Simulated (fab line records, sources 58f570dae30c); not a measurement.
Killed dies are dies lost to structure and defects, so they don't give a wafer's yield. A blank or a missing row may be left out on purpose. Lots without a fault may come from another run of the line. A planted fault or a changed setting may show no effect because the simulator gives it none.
fab line records | flow berkeley_cmos170
record lots=5 wafers=23
route steps=331 shown NSD@189 SILICIDE@211 CONTACT@226 V1@264 V2@292 M3@310
start_h: hours from the record's first day to the start of the lot's first wafer shown | wait_h: hours since the lot's step before | " the same as in the row above | L1.1+2: a row that stands for several wafers | - no value, or no start given | * or withheld: withheld | < > ~ a bound
route shown NAME@n: a module of which the file shows steps, and the number in the route of the first | usual: mean/standard deviation of fault-free wafers | same: alike in all rows | chamber/n: place in a boat | sites: the reading at each site | _std_site: their standard deviation | _edge_site: outer sites' mean less inner sites' | radius_mm: how far each site lies from the wafer's centre | mask NAME#n: copy n | behind: the tool/chamber that last shaped the wafer | hold: why the lot was held/for how many hours/how that ended | device: the transistor (n, p or np) that didn't switch | end of line: the same wafers' tests at the end of the route | a step without rows: its recipe alone | killed: dies lost to structure and defects at the first sort, not the wafer's yield | map: a wafer's dies, x killed, . not, _ none there
set.NAME: the setting as run; set.NAME@STEP: as run at that earlier step | model.NAME: the simulator's own value behind a step, which no gauge read
lots whose settings were changed on purpose; a table a step, a row a wafer
## steps
# step UCB170_NSD_SOFTBAKE_02
# recipe resist=KrF temp_c=130 time_s=60
# columns lot.wafer tool chamber start_h wait_h set.time_s
L075.2+4+5 litho_track-02 0 163.53 0.1 60
L074.1+2+4 litho_track-02 0 164.41 0.1 60
L074.3+5 " 0 " " 67.94
L077.1+5 litho_track-02 0 178.10 0.1 60
L077.3+4+6 " 0 " " 56.2
L081.1+4 litho_track-03 0 194.69 0.1 60
L081.2+3+5 " 0 " " 56.61
L084.2+3+6 litho_track-03 0 203.03 0.1 64.53
L084.4+5 " 0 " " 60
# step UCB170_NSD_EXPOSE_03
# recipe mask_id=NSELECT_MOD na=0.5 sigma_outer=0.6 source_shape=conventional target_cd_nm=1200 dose_mj=30
# step UCB170_NSD_PEB_04
# recipe peb_temp_c=130 peb_time_s=withheld resist=KrF
# step UCB170_NSD_IMPLANT_08
# recipe species=P dose_cm2=3e+15 energy_kev=40 tilt_deg=7
# step UCB170_NSD_STRIP_09
# recipe chemistry=O2 power_w=400 pressure_mtorr=3500 platen_temp_c=withheld o2_flow_sccm=400 overash_fraction=0.5
# usual strip_time_to_endpoint_s=35.82/0.054
# columns lot.wafer tool chamber start_h wait_h set.spin_rpm@NSD_COAT_01 strip_time_to_endpoint_s
L075.2 plasma_asher-02 0 165.00 0.1 1500 35.88
L075.4 " 1 " " 1500 35.82
L075.5 " 1 " " 1500 35.79
L074.1 plasma_asher-03 0 165.47 0.1 1530 35.73
L074.2 " 1 " " 1500 35.85
L074.3 " 1 " " 1530 35.57
L074.4 " 0 " " 1500 35.78
L074.5 " 0 " " 1500 35.84
L077.1 plasma_asher-02 1 179.13 0.1 1500 35.79
L077.3 " 0 " " 1587 35.25
L077.4 " 1 " " 1500 35.77
L077.5 " 0 " " 1587 35.19
L077.6 " 1 " " 1587 35.19
L081.1 plasma_asher-03 0 195.82 0.1 1500 35.84
L081.2 " 1 " " 1426 36.40
L081.3 " 1 " " 1500 35.86
L081.4 " 0 " " 1426 36.42
L081.5 " 1 " " 1426 36.41
L084.2 plasma_asher-01 0 203.95 0.1 1500 35.83
L084.3 " 0 " " 1584 35.28
L084.4 " 1 " " 1500 35.81
L084.5 " 1 " " 1584 35.29
L084.6 " 0 " " 1584 35.25
# step UCB170_SILICIDE_SPUTTER_01
# recipe material=Ti target_thk_nm=30 time_s=25 power_w=1500 chamber_pressure_pa=0.5
# columns lot.wafer tool chamber start_h wait_h set.power_w model.Ti_of_SILICIDE_SPUTTER_01.thk_nm
L075.2 pvd_sputter-04 - 166.89 0.0 1500 30.49
L075.4 " - " " 1500 30.06
L075.5 " - " " 1500 30.11
L074.1 pvd_sputter-04 - 167.89 0.0 1422 28.52
L074.2 " - " " 1500 30.24
L074.3 " - " " 1500 30.37
L074.4 " - " " 1500 30.2
L074.5 " - " " 1422 29.04
L077.1 pvd_sputter-04 - 181.63 0.0 1624 32.87
L077.3 " - " " 1624 32.39
L077.4 " - " " 1500 30.04
L077.5 " - " " 1500 29.94
L077.6 " - " " 1624 33.02
L081.1 pvd_sputter-03 - 197.84 0.0 1500 30.06
L081.2 " - " " 1500 30.56
L081.3 " - " " 1500 30.22
L081.4 " - " " 1581 31.7
L081.5 " - " " 1581 32.1
L084.2 pvd_sputter-01 - 205.90 0.0 1406 27.77
L084.3 " - " " 1406 27.68
L084.4 " - " " 1406 27.98
L084.5 " - " " 1500 29.63
L084.6 " - " " 1500 29.42
# step UCB170_SILICIDE_RS_MEAS_02
# recipe thk_meas_gauge=four-point-probe reads=Ti_of_SILICIDE_SPUTTER_01
# usual SILICIDE_TI_RS=26.10/0.29
# columns lot.wafer tool chamber start_h wait_h set.power_w@SILICIDE_SPUTTER_01 SILICIDE_TI_RS[ohm/sq]
L075.2 film_metro-03 - 166.94 0.0 1500 25.66
L075.4 " - " " 1500 26.09
L075.5 " - " " 1500 25.96
L074.1 film_metro-02 - 167.92 0.0 1422 27.76
L074.2 " - " " 1500 25.93
L074.3 " - " " 1500 25.79
L074.4 " - " " 1500 25.91
L074.5 " - " " 1422 27.20
L077.1 film_metro-03 - 181.66 0.0 1624 23.50
L077.3 " - " " 1624 23.87
L077.4 " - " " 1500 26.07
L077.5 " - " " 1500 26.19
L077.6 " - " " 1624 23.32
L081.1 film_metro-04 - 197.87 0.0 1500 26.08
L081.2 " - " " 1500 25.56
L081.3 " - " " 1500 25.93
L081.4 " - " " 1581 24.52
L081.5 " - " " 1581 24.15
L084.2 film_metro-02 - 206.00 0.1 1406 28.68
L084.3 " - " " 1406 28.83
L084.4 " - " " 1406 28.46
L084.5 " - " " 1500 26.59
L084.6 " - " " 1500 26.81
# step UCB170_SILICIDE_THK_MEAS_03
# recipe thk_meas_gauge=xrf reads=Ti_of_SILICIDE_SPUTTER_01
# usual SILICIDE_TI_THK=29.50/0.28
# columns lot.wafer tool chamber start_h wait_h set.power_w@SILICIDE_SPUTTER_01 SILICIDE_TI_THK[nm]
L075.2 film_metro-03 - 167.05 0.1 1500 29.93
L075.4 " - " " 1500 29.41
L075.5 " - " " 1500 29.48
L074.1 film_metro-02 - 168.04 0.1 1422 28.05
L074.2 " - " " 1500 29.72
L074.3 " - " " 1500 29.92
L074.4 " - " " 1500 29.66
L074.5 " - " " 1422 28.48
L077.1 film_metro-03 - 181.78 0.1 1624 32.01
L077.3 " - " " 1624 31.63
L077.4 " - " " 1500 29.45
L077.5 " - " " 1500 29.23
L077.6 " - " " 1624 32.25
L081.1 film_metro-04 - 197.99 0.1 1500 29.66
L081.2 " - " " 1500 30.17
L081.3 " - " " 1500 29.97
L081.4 " - " " 1581 31.24
L081.5 " - " " 1581 31.54
L084.2 film_metro-02 - 206.11 0.1 1406 27.18
L084.3 " - " " 1406 27.11
L084.4 " - " " 1406 27.38
L084.5 " - " " 1500 29.09
L084.6 " - " " 1500 28.87
# step UCB170_CONTACT_COAT_10
# recipe resist=KrF spin_rpm=1500 resist_thk_nm=900
# columns lot.wafer tool chamber start_h wait_h set.resist_thk_nm model.KrF_of_CONTACT_COAT_10.thk_nm
L075.2 litho_track-01 0 - - 900 897.3
L075.4 " 0 " " 900 896.2
L075.5 " 0 " " 900 898.1
L074.1 litho_track-04 0 - - 900 903.3
L074.2 " 0 " " 900 901.8
L074.3 " 0 " " 900 901.9
L074.4 " 0 " " 900 901.3
L074.5 " 0 " " 900 903.4
L077.1 litho_track-02 0 - - 900 901.3
L077.3 " 0 " " 900 903.6
L077.4 " 0 " " 856.5 859.8
L077.5 " 0 " " 900 905.8
L077.6 " 0 " " 856.5 858.9
L081.1 litho_track-04 0 - - 900 900.6
L081.2 " 0 " " 947.6 948.3
L081.3 " 0 " " 947.6 950.4
L081.4 " 0 " " 900 904.9
L081.5 " 0 " " 900 901.8
L084.2 litho_track-04 0 - - 900 899.1
L084.3 " 0 " " 868.9 868
L084.4 " 0 " " 900 897.9
L084.5 " 0 " " 868.9 866.4
L084.6 " 0 " " 900 896.8
# step UCB170_CONTACT_ETCH_18
# recipe chemistry=CHF3/CF4/Ar target=PSG stop_on=TiSi2 CHF3_flow_sccm=45 cf4_flow_sccm=15 Ar_flow_sccm=150 pressure_mtorr=200 rf_w=700 target_depth_a=8400 over_etch_frac=0.2 time_s=195
# columns lot.wafer tool chamber start_h wait_h set.over_etch_frac set.resist_thk_nm@CONTACT_COAT_10 model.KrF_of_CONTACT_COAT_10.thk_nm
L075.2 rie_diel-04 0 - - 0.2 900 691.1
L075.4 " 1 " " 0.2 900 687.1
L075.5 " 2 " " 0.2 900 686.7
L074.1 rie_diel-04 0 - - 0.2 900 697.2
L074.2 " 2 " " 0.2 900 691
L074.3 " 1 " " 0.1484 900 702.9
L074.4 " 3 " " 0.1484 900 702.3
L074.5 " 3 " " 0.1484 900 702.5
L077.1 rie_diel-03 0 - - 0.2 900 697.4
L077.3 " 1 " " 0.2 900 693.9
L077.4 " 3 " " 0.2 856.5 651.4
L077.5 " 3 " " 0.2 900 698.1
L077.6 " 2 " " 0.2 856.5 648.7
L081.1 rie_diel-04 3 - - 0.2 900 694.7
L081.2 " 2 " " 0.2329 947.6 734.8
L081.3 " 0 " " 0.2 947.6 747.1
L081.4 " 1 " " 0.2329 900 693.3
L081.5 " 3 " " 0.2 900 695
L084.2+4 rie_diel-04 3,1 - - 0.2 900 689.9
L084.3 " 2 " " 0.1631 868.9 662.6
L084.5 " 1 " " 0.2 868.9 658.4
L084.6 " 2 " " 0.1631 900 692.6
# step UCB170_V1_PEB_10
# recipe peb_temp_c=130 peb_time_s=withheld resist=KrF
# columns lot.wafer tool chamber start_h wait_h set.peb_temp_c
L075.2+4+5 litho_track-01 0 178.48 0.4 130
L074.1+2+4 litho_track-01 0 182.56 0.4 128.4
L074.3+5 " 0 " " 130
L077.1+4+6 litho_track-03 0 194.84 0.3 127.4
L077.3+5 " 0 " " 130
L081.1+2+3+4+5 litho_track-02 0 209.56 0.1 130
L084.2+5+6 litho_track-02 0 217.52 0.2 133.4
L084.3+4 " 0 " " 130
# step UCB170_V1_DEVELOP_11
# recipe developer=TMAH develop_time_s=45 resist=KrF dev_temp_c=21
# step UCB170_V1_CD_MEAS_12
# recipe target_cd_nm=700
# usual cd_nm=699.4/1.5
# columns lot.wafer tool chamber start_h wait_h set.peb_temp_c@V1_PEB_10 cd_nm
L075.2 cd_sem-01 - 178.75 - 130 699.5
L075.4 " - " " 130 699.1
L075.5 " - " " 130 700.5
L074.1 cd_sem-01 - 182.85 - 128.4 688.8
L074.2 " - " " 128.4 688.7
L074.3 " - " " 130 699.8
L074.4 " - " " 128.4 689.0
L074.5 " - " " 130 699.8
L077.1 cd_sem-01 - 195.12 - 127.4 682.9
L077.3 " - " " 130 701.5
L077.4 " - " " 127.4 681.5
L077.5 " - " " 130 702.4
L077.6 " - " " 127.4 682.0
L081.1 cd_sem-01 - 209.83 - 130 698.8
L081.2 " - " " 130 698.3
L081.3 " - " " 130 696.9
L081.4 " - " " 130 697.8
L081.5 " - " " 130 698.1
L084.2 cd_sem-01 - 217.79 - 133.4 718.2
L084.3 " - " " 130 698.1
L084.4 " - " " 130 698.9
L084.5 " - " " 133.4 717.1
L084.6 " - " " 133.4 717.3
# step UCB170_V1_ETCH_14
# recipe chemistry=CHF3/CF4/Ar target=SiO2 stop_on=Al CHF3_flow_sccm=45 cf4_flow_sccm=15 Ar_flow_sccm=150 pressure_mtorr=200 rf_w=700 target_depth_a=12500 over_etch_frac=0.25 time_s=291
# columns lot.wafer tool chamber start_h wait_h set.peb_temp_c@V1_PEB_10 model.V1.cd_nm
L075.2 rie_diel-03 0 178.89 0.0 130 698.2
L075.4 " 3 " " 130 700.2
L075.5 " 1 " " 130 701.4
L074.1 rie_diel-02 2 183.00 0.0 128.4 690.1
L074.2 " 3 " " 128.4 687.9
L074.3 " 0 " " 130 700.4
L074.4 " 1 " " 128.4 688.6
L074.5 " 2 " " 130 700.8
L077.1 rie_diel-01 3 195.27 0.0 127.4 682.4
L077.3 " 2 " " 130 703.2
L077.4 " 1 " " 127.4 680.9
L077.5 " 1 " " 130 701.9
L077.6 " 0 " " 127.4 681.6
L081.1+3 rie_diel-01 0,2 209.99 0.0 130 698.7
L081.2 " 1 " " 130 698.9
L081.4 " 0 " " 130 697.8
L081.5 " 2 " " 130 699.2
L084.2 rie_diel-01 2 217.92 0.0 133.4 719
L084.3 " 0 " " 130 697.6
L084.4 " 2 " " 130 699.5
L084.5 " 0 " " 133.4 717
L084.6 " 2 " " 133.4 718.2
# step UCB170_V1_STRIP_15
# recipe chemistry=O2 power_w=400 pressure_mtorr=3500 platen_temp_c=withheld o2_flow_sccm=400 overash_fraction=0.5
# step UCB170_V1_CD_MEAS_90
# recipe target_cd_nm=700
# usual cd_nm=699.5/1.5
# columns lot.wafer tool chamber start_h wait_h set.peb_temp_c@V1_PEB_10 cd_nm
L075.2 cd_sem-01 - 179.19 0.1 130 698.7
L075.4 " - " " 130 700.1
L075.5 " - " " 130 701.8
L074.1 cd_sem-01 - 183.28 0.1 128.4 690.0
L074.2 " - " " 128.4 688.0
L074.3 " - " " 130 700.3
L074.4 " - " " 128.4 688.8
L074.5 " - " " 130 701.0
L077.1 cd_sem-01 - 195.63 0.1 127.4 682.3
L077.3 " - " " 130 702.9
L077.4 " - " " 127.4 680.3
L077.5 " - " " 130 701.6
L077.6 " - " " 127.4 681.7
L081.1 cd_sem-02 - 210.27 0.1 130 699.0
L081.2 " - " " 130 699.3
L081.3 " - " " 130 698.6
L081.4 " - " " 130 697.5
L081.5 " - " " 130 699.4
L084.2 cd_sem-02 - 218.31 0.1 133.4 719.0
L084.3 " - " " 130 697.8
L084.4 " - " " 130 699.6
L084.5 " - " " 133.4 716.9
L084.6 " - " " 133.4 718.4
# step UCB170_V2_CVD_00
# recipe material=SiO2 target_thk_nm=2000 temp_c=390 precursor=TEOS/O2 time_s=250 rf_w=550 pressure_mtorr=9000
# columns lot.wafer tool chamber start_h wait_h set.time_s model.SiO2_of_V2_CVD_00.thk_nm
L075.2 pecvd-04 0 182.91 0.1 250 1990
L075.4 " 2 " " 250 2030
L075.5 " 0 " " 250 2009
L074.1 pecvd-04 1 186.63 0.1 279.4 2263
L074.2 " 0 " " 250 1995
L074.3 " 2 " " 250 1984
L074.4 " 1 " " 279.4 2279
L074.5 " 2 " " 250 2037
L077.1 pecvd-01 1 198.55 0.1 250 -
L077.3 " 2 " " 229.3 1812
L077.4 " 0 " " 229.3 -
L077.5 " 2 " " 229.3 1842
L077.6 " 1 " " 250 2006
L081.1 pecvd-03 1 213.67 0.1 250 1963
L081.2 " 0 " " 250 1955
L081.3 " 2 " " 269 2142
L081.4 " 1 " " 269 2141
L081.5 " 2 " " 269 2156
L084.2 pecvd-04 1 221.93 0.1 250 -
L084.3 " 2 " " 215 1704
L084.4 " 2 " " 215 -
L084.5 " 0 " " 250 1999
L084.6 " 1 " " 215 1763
# step UCB170_V2_THK_MEAS_01
# recipe reads=SiO2_of_V2_CVD_00
# usual V2_TEOS_THK=1999/26
# columns lot.wafer tool chamber start_h wait_h set.time_s@V2_CVD_00 V2_TEOS_THK[nm]
L075.2 film_metro-01 - 183.13 0.1 250 1991
L075.4 " - " " 250 2031
L075.5 " - " " 250 2010
L074.1 film_metro-02 - 186.79 0.1 279.4 2263
L074.2 " - " " 250 1997
L074.3 " - " " 250 1985
L074.4 " - " " 279.4 2280
L074.5 " - " " 250 2036
L077.1 film_metro-01 - 198.71 0.1 250 1964
L077.3 " - " " 229.3 1812
L077.4 " - " " 229.3 1844
L077.5 " - " " 229.3 1843
L077.6 " - " " 250 2006
L081.1 film_metro-01 - 213.83 0.1 250 1962
L081.2 " - " " 250 1954
L081.3 " - " " 269 2142
L081.4 " - " " 269 2140
L081.5 " - " " 269 2155
L084.2 film_metro-01 - 222.10 0.1 250 1976
L084.3 " - " " 215 1705
L084.4 " - " " 215 1738
L084.5 " - " " 250 2000
L084.6 " - " " 215 1764
# step UCB170_M3_SPUTTER_01
# recipe material=Al target_thk_nm=900 time_s=120 power_w=6000 chamber_pressure_pa=0.5
# columns lot.wafer tool chamber start_h wait_h set.power_w model.Al_of_M3_SPUTTER_01.thk_nm
L075.2 pvd_sputter-02 - 186.07 0.0 6000 912.8
L075.4 " - " " 6000 920.3
L075.5 " - " " 6000 916.4
L074.1 pvd_sputter-01 - 190.00 0.0 6254 933.8
L074.2 " - " " 6000 889.8
L074.3 " - " " 6000 883.8
L074.4 " - " " 6000 885.9
L074.5 " - " " 6254 924.7
L077.1 pvd_sputter-02 - 201.54 0.0 6588 986.4
L077.3 " - " " 6000 900.1
L077.4 " - " " 6588 977.7
L077.5 " - " " 6000 897.7
L077.6 " - " " 6000 889.5
L081.1 pvd_sputter-04 - 217.40 0.0 6185 924.4
L081.2 " - " " 6185 926.7
L081.3 " - " " 6000 906
L081.4 " - " " 6000 895.9
L081.5 " - " " 6185 933.1
L084.2 pvd_sputter-02 - 224.74 0.0 5561 826.5
L084.3 " - " " 6000 896.5
L084.4 " - " " 5561 827.1
L084.5 " - " " 6000 892.3
L084.6 " - " " 6000 893.8
# step UCB170_M3_RS_MEAS_02
# recipe thk_meas_gauge=four-point-probe reads=Al_of_M3_SPUTTER_01
# usual M3_AL_RS=0.0323/0.00032
# columns lot.wafer tool chamber start_h wait_h set.power_w@M3_SPUTTER_01 M3_AL_RS[ohm/sq]
L075.2 film_metro-01 - 186.17 0.1 6000 0.0316
L075.4 " - " " 6000 0.0314
L075.5 " - " " 6000 0.0315
L074.1 film_metro-01 - 190.08 0.0 6254 0.0309
L074.2 " - " " 6000 0.0324
L074.3 " - " " 6000 0.0327
L074.4 " - " " 6000 0.0327
L074.5 " - " " 6254 0.0312
L077.1 film_metro-04 - 201.63 0.0 6588 0.0294
L077.3 " - " " 6000 0.0322
L077.4 " - " " 6588 0.0297
L077.5 " - " " 6000 0.0323
L077.6 " - " " 6000 0.0326
L081.1 film_metro-02 - 217.49 0.0 6185 0.0314
L081.2 " - " " 6185 0.0313
L081.3 " - " " 6000 0.0320
L081.4 " - " " 6000 0.0324
L081.5 " - " " 6185 0.0310
L084.2 film_metro-04 - 224.85 0.1 5561 0.0351
L084.3 " - " " 6000 0.0323
L084.4 " - " " 5561 0.0351
L084.5 " - " " 6000 0.0325
L084.6 " - " " 6000 0.0324
# step UCB170_M3_THK_MEAS_03
# recipe thk_meas_gauge=xrf reads=Al_of_M3_SPUTTER_01
# usual M3_AL_THK=887/10
# columns lot.wafer tool chamber start_h wait_h set.power_w@M3_SPUTTER_01 M3_AL_THK[nm]
L075.2 film_metro-01 - 186.28 0.1 6000 898
L075.4 " - " " 6000 906
L075.5 " - " " 6000 903
L074.1 film_metro-01 - 190.20 0.1 6254 917
L074.2 " - " " 6000 876
L074.3 " - " " 6000 870
L074.4 " - " " 6000 869
L074.5 " - " " 6254 908
L077.1 film_metro-04 - 201.75 0.1 6588 977
L077.3 " - " " 6000 899
L077.4 " - " " 6588 969
L077.5 " - " " 6000 892
L077.6 " - " " 6000 885
L081.1 film_metro-02 - 217.61 0.1 6185 914
L081.2 " - " " 6185 912
L081.3 " - " " 6000 893
L081.4 " - " " 6000 882
L081.5 " - " " 6185 918
L084.2 film_metro-04 - 224.96 0.1 5561 829
L084.3 " - " " 6000 901
L084.4 " - " " 5561 827
L084.5 " - " " 6000 894
L084.6 " - " " 6000 898
# step UCB170_M3_COAT_10
# recipe resist=KrF spin_rpm=1500 resist_thk_nm=900
# columns lot.wafer tool chamber start_h wait_h set.resist_thk_nm model.KrF_of_M3_COAT_10.thk_nm
L075.2 litho_track-02 0 - - 900 900.5
L075.4 " 0 " " 900 901.9
L075.5 " 0 " " 900 899.5
L074.1 litho_track-02 0 - - 900 899.2
L074.2 " 0 " " 846.6 846.4
L074.3 " 0 " " 900 902.9
L074.4 " 0 " " 846.6 848.6
L074.5 " 0 " " 846.6 847.3
L077.1+4 litho_track-04 0 - - 900 -
L077.3 " 0 " " 869.7 874.2
L077.5 " 0 " " 900 906.6
L077.6 " 0 " " 869.7 873.8
L081.1 litho_track-02 0 - - 900 897
L081.2+4 " 0 " " 863.1 862.8
L081.3 " 0 " " 863.1 857.7
L081.5 " 0 " " 900 900
L084.2+4 litho_track-03 0 - - 900 -
L084.3 " 0 " " 900 898.1
L084.5 " 0 " " 900 901
L084.6 " 0 " " 900 901.5
# step UCB170_M3_METAL_ETCH_18
# recipe chemistry=Cl2/BCl3 target=Al stop_on=SiO2 pressure_mtorr=12 target_depth_a=11700 over_etch_frac=0.3 time_s=195 icp_w=600 bias_w=120 Cl2_flow_sccm=90 bcl3_flow_sccm=45
# columns lot.wafer tool chamber start_h wait_h set.icp_w set.power_w@M3_SPUTTER_01 model.etch.depth_nm model.M3.feature_depth_nm
L075.2 rie_metal-03 1 188.70 - 600 6000 912.8 969.3
L075.4 " 0 " " 600 6000 920.3 974.1
L075.5 " 1 " " 600 6000 916.4 972.7
L074.1 rie_metal-03 1 192.48 - 579.9 6254 933.8 989.5
L074.2 " 0 " " 579.9 6000 889.8 943.3
L074.3 " 1 " " 579.9 6000 883.8 939.3
L074.4 " 0 " " 600 6000 885.9 940.4
L074.5 " 0 " " 600 6254 924.7 979.4
L077.1+4 rie_metal-02 0,1 204.80 - 630.7 6588 - -
L077.3 " 0 " " 630.7 6000 900.1 958.2
L077.5 " 1 " " 600 6000 897.7 953.9
L077.6 " 0 " " 600 6000 889.5 943.3
L081.1 rie_metal-04 1 219.83 - 565.2 6185 924.4 979.3
L081.2 " 0 " " 565.2 6185 926.7 978.4
L081.3 " 0 " " 600 6000 906 959.6
L081.4 " 1 " " 565.2 6000 895.9 950.4
L081.5 " 0 " " 600 6185 933.1 987.3
L084.2+4 rie_metal-04 0,1 226.94 - 600 5561 - -
L084.3 " 0 " " 600 6000 896.5 950.6
L084.5 " 0 " " 600 6000 892.3 946.4
L084.6 " 1 " " 600 6000 893.8 951.2
## key
split step=UCB170_NSD_SOFTBAKE_02 setting=time_s stated=60 by=wafer
response none clear
split step=UCB170_SILICIDE_SPUTTER_01 setting=power_w stated=1500 by=wafer
response step=UCB170_SILICIDE_SPUTTER_01 reading=model.Ti_of_SILICIDE_SPUTTER_01.thk_nm change=+0.307 per=1% r=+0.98
response step=UCB170_SILICIDE_RS_MEAS_02 reading=SILICIDE_TI_RS change=-0.306 per=1% r=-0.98
response step=UCB170_SILICIDE_THK_MEAS_03 reading=SILICIDE_TI_THK change=+0.295 per=1% r=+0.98
split step=UCB170_CONTACT_COAT_10 setting=resist_thk_nm stated=900 by=wafer
response step=UCB170_CONTACT_COAT_10 reading=model.KrF_of_CONTACT_COAT_10.thk_nm change=+8.98 per=1% r=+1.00
response step=UCB170_CONTACT_ETCH_18 reading=model.KrF_of_CONTACT_COAT_10.thk_nm change=+9.1 per=1% r=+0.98
split step=UCB170_CONTACT_ETCH_18 setting=over_etch_frac stated=0.2 by=wafer
response none clear
split step=UCB170_V1_PEB_10 setting=peb_temp_c stated=130 by=wafer
response step=UCB170_V1_CD_MEAS_12 reading=cd_nm change=+8.34 per=1% r=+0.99
response step=UCB170_V1_ETCH_14 reading=model.V1.cd_nm change=+8.69 per=1% r=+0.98
response step=UCB170_V1_CD_MEAS_90 reading=cd_nm change=+8.64 per=1% r=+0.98
split step=UCB170_V2_CVD_00 setting=time_s stated=250 by=wafer
response step=UCB170_V2_CVD_00 reading=model.SiO2_of_V2_CVD_00.thk_nm change=+21.7 per=1% r=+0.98
response step=UCB170_V2_THK_MEAS_01 reading=V2_TEOS_THK change=+20.3 per=1% r=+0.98
split step=UCB170_M3_SPUTTER_01 setting=power_w stated=6000 by=wafer
response step=UCB170_M3_SPUTTER_01 reading=model.Al_of_M3_SPUTTER_01.thk_nm change=+9.06 per=1% r=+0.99
response step=UCB170_M3_RS_MEAS_02 reading=M3_AL_RS change=-0.000324 per=1% r=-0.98
response step=UCB170_M3_THK_MEAS_03 reading=M3_AL_THK change=+8.79 per=1% r=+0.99
response step=UCB170_M3_METAL_ETCH_18 reading=model.etch.depth_nm change=+9.65 per=1% r=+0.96
response step=UCB170_M3_METAL_ETCH_18 reading=model.M3.feature_depth_nm change=+9.71 per=1% r=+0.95
split step=UCB170_M3_COAT_10 setting=resist_thk_nm stated=900 by=wafer
response step=UCB170_M3_COAT_10 reading=model.KrF_of_M3_COAT_10.thk_nm change=+9.13 per=1% r=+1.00
split step=UCB170_M3_METAL_ETCH_18 setting=icp_w stated=600 by=wafer
response none clear
split outside_this_file step=UCB170_NSD_COAT_01 setting=spin_rpm
# split outside_this_file: this setting was split too, and the file shows its column; the key of that split is in another file
